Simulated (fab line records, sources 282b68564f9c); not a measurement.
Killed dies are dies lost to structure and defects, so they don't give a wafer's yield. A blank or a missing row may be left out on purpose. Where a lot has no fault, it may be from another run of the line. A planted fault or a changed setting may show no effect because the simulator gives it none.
Chamber matching	flow rit cmos	RIT_CONTACT_ETCH_11 on rie diel-01 has 4 sister chambers
The step etches SiO2 in CHF3/CF4/Ar, stops on TiSi2, target depth 480 nm, time 320 s. 4 wafers are shown with their chamber, then 7 later ones without.

WAFERS, EACH WITH ITS CHAMBER
wafer	chamber	drypump motor current A (A)
L504.1	3	5.6
L504.4	0	6.5
L508.3	2	5.3
L508.4	1	5.8

WAFERS MISSING THEIR CHAMBER
wafer	drypump motor current A (A)
L508.6	5.2
L514.1	5.6
L514.2	5.8
L514.6	6.5
L515.1	5.6
L515.3	5.8
L515.4	6.5

THE CHAMBER EACH PASSED THROUGH
wafer	from the rows above	in truth
L508.6	2	2
L514.1	3	3
L514.2	1	1
L514.6	0	0
L515.1	3	3
L515.3	1	1
L515.4	0	0
Placed correctly: 7 of 7. Not placeable from these rows: 0. 0 placed wrongly.
How it was worked out, from the rows above alone: a wafer's distance from a chamber is the root of the sum, over the readings, of the square of ((its reading less the chamber's mean) divided by the reading's scatter). The wafer belongs to the nearest chamber; if the next one is less than 2 further off, it can't be placed. A chamber's mean is the mean of its shown wafers. The scatter: with one shown wafer a chamber, the root of the mean of the squares of how far each hidden wafer lies from its nearest shown one.
